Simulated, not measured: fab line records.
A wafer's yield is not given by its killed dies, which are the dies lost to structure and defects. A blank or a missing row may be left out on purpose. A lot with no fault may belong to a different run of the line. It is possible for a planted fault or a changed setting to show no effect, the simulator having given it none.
Lot-split experiment -- flow rit_cmos -- 27 wafers read across 5 lots, on a route 202 steps long

== SPLIT DETAILS ==
At RIT_GATE_OXIDATION_05 (target thk 3 nm, ox time 270 s), the setting ox_time_s was moved away from the recipe's 270 s on 18 of the 27 wafers read, by -49.0% to +22.3%. This setting was run at the recipe's value on the other wafers.

== FROM SPLIT TO READING: 1 step shown by the file between the two ==
- RIT_GATE_ANNEAL_06: time 600 s

== THE READING ==
At RIT_GATE_THK_MEAS_07: GATE_OXIDE_THK, given in nm. Typical for fault-free wafers on this fab line: 3.01 nm, with standard deviation 0.058 nm.

wafer,"tool, chamber at the split","ox_time_s as run, s",against the recipe,"GATE_OXIDE_THK, nm",against lot-mates on the recipe
L074.1,"-, -",137.6,-49.0%,1.81,no lot-mate on the recipe
L074.2,"-, -",137.6,-49.0%,1.72,no lot-mate on the recipe
L074.3,"-, -",137.6,-49.0%,1.80,no lot-mate on the recipe
L074.4,"-, -",137.6,-49.0%,1.84,no lot-mate on the recipe
L074.5,"-, -",137.6,-49.0%,1.82,no lot-mate on the recipe
L074.6,"-, -",137.6,-49.0%,1.80,no lot-mate on the recipe
L076.2,"furnace-01, 0",270,recipe,2.89,-
L076.3,"furnace-01, 0",270,recipe,2.97,-
L076.6,"furnace-01, 0",270,recipe,2.99,-
L077.1,"-, -",330.3,+22.3%,3.57,no lot-mate on the recipe
L077.2,"-, -",330.3,+22.3%,3.56,no lot-mate on the recipe
L077.3,"-, -",330.3,+22.3%,3.52,no lot-mate on the recipe
L077.4,"-, -",330.3,+22.3%,3.59,no lot-mate on the recipe
L077.5,"-, -",330.3,+22.3%,3.50,no lot-mate on the recipe
L077.6,"-, -",330.3,+22.3%,3.61,no lot-mate on the recipe
L078.1,"-, -",270,recipe,2.84,-
L078.2,"-, -",270,recipe,2.89,-
L078.3,"-, -",270,recipe,2.97,-
L078.4,"-, -",270,recipe,2.94,-
L078.5,"-, -",270,recipe,2.98,-
L078.6,"-, -",270,recipe,2.94,-
L080.1,"-, -",314.3,+16.4%,3.35,no lot-mate on the recipe
L080.2,"-, -",314.3,+16.4%,3.31,no lot-mate on the recipe
L080.3,"-, -",314.3,+16.4%,3.35,no lot-mate on the recipe
L080.4,"-, -",314.3,+16.4%,3.37,no lot-mate on the recipe
L080.5,"-, -",314.3,+16.4%,3.35,no lot-mate on the recipe
L080.6,"-, -",314.3,+16.4%,3.37,no lot-mate on the recipe

FIT RESULTS
A straight line over all 27 wafers: GATE_OXIDE_THK changes by +0.0242 nm for each +1% of ox_time_s; r = +1.00; the points scatter about the line by 0.052 nm.
Too few moved wafers with a lot-mate on the recipe to fit a line net of each lot's own level.

== THE WHOLE CHAIN: every reading that the file lists as answering this split, in the file's order ==
step,what it does,reading,change (the file's fit),r (the file's)
RIT_GATE_OXIDATION_05,"target thk 3 nm, ox time 270 s","SiO2_of_GATE_OXIDATION_05.thk_nm (the simulator's own value, which no gauge read)",+0.0247 nm for each +1% of the setting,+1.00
RIT_GATE_THK_MEAS_07,,GATE_OXIDE_THK,+0.0242 for each +1% of the setting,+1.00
RIT_M1_PROBE_99,,"etest.pplus_sal.width_nm (the simulator's own value, which no gauge read)",+9.06 nm for each +1% of the setting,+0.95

== FILE'S OWN FIT ==
GATE_OXIDE_THK changes by +0.0242 nm for each +1% of ox_time_s, r = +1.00.
